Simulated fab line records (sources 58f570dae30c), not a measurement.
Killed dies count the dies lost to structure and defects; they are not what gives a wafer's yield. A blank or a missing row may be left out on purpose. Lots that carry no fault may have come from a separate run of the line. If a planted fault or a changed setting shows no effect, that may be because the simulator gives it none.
2 desks looking at one fault :: flow berkeley_cmos170 :: what lay behind the numbers comes last; until then each desk has only its own

THE TOOL OWNER'S DESK: rie_si-02
The tool's own readings at UCB170_GATE_ETCH_15 (etches poly-Si in HBr/Cl2, stops on SiO2, time 56.3 s, target depth 278.2 nm): means of the sampled wafers that have a number, for each lot that ran on this tool. A lot is out of limits, marked OUT, if its mean lies more than 4 standard deviations from the usual mean; the brackets give that distance.
Columns: A = drypump_motor_current_A at UCB170_GATE_ETCH_15, usual 6.1 A; B = oes_product_au at UCB170_GATE_ETCH_15, usual 0.831 a.u.; C = throttle_valve_pct at UCB170_GATE_ETCH_15, usual 26.38 %
lot: L616
first seen here: day 6 04:58
A: 6.5
B: 0.834
C: 26.33

lot: L613
first seen here: day 6 05:16
A: 6.5
B: 0.833
C: 26.33

lot: L618
first seen here: day 7 03:49
A: 6.2
B: 0.829
C: 26.36

lot: L620
first seen here: day 7 17:28
A: 6.2
B: 0.821
C: 26.35

lot: L622
first seen here: day 8 06:06
A: 6.0
B: 0.823
C: 26.43

lot: L627
first seen here: day 9 02:11
A: 6.1
B: 0.793
C: 26.31
This desk's finding: nothing out of limits on any of the 6 lots.

AT THE METROLOGY DESK
Means of the sampled wafers that have a number, per lot and without regard to the tool the lot ran on: this is what the gauges read. A lot is out of limits, marked OUT, if its mean lies more than 4 standard deviations from the usual mean; the brackets give that distance.
Columns: A = NVT_OVL at UCB170_NVT_OVL_MEAS_06, usual 3 nm; B = PVT_OVL at UCB170_PVT_OVL_MEAS_06, usual 2 nm; C = NLDD_OVL at UCB170_NLDD_OVL_MEAS_07, usual 4 nm
lot: L613
first seen here: day 5 11:25
A: -7
B: -1
C: 2

lot: L614
first seen here: day 5 11:41
A: 7
B: 0
C: 7

lot: L616
first seen here: day 5 16:00
A: 4
B: 8
C: -1

lot: L618
first seen here: day 6 11:01
A: -1
B: -1
C: 7

lot: L619
first seen here: day 6 11:17
A: 18
B: 1
C: -1

lot: L620
first seen here: day 7 02:14
A: 6
B: 3
C: 2

lot: L622
first seen here: day 7 12:08
A: 7
B: 0
C: -1

lot: L625
first seen here: day 8 11:37
A: 7
B: 2
C: -3

lot: L627
first seen here: day 8 11:44
A: 8
B: -0
C: -

lot: L630
first seen here: day 8 23:37
A: 2
B: -1
C: 4

lot: L631
first seen here: day 9 05:11
A: -1
B: 11
C: 0

lot: L633
first seen here: day 10 00:10
A: 9
B: 9
C: -1

lot: L635
first seen here: day 10 00:32
A: 2
B: 7
C: 2
This desk's finding: nothing out of limits on any of the 13 lots.

BROUGHT TOGETHER
The tool owner's desk saw nothing out of limits.
Nothing out of limits was seen by the metrology desk.

WHAT THE SIMULATOR HAD INSERTED
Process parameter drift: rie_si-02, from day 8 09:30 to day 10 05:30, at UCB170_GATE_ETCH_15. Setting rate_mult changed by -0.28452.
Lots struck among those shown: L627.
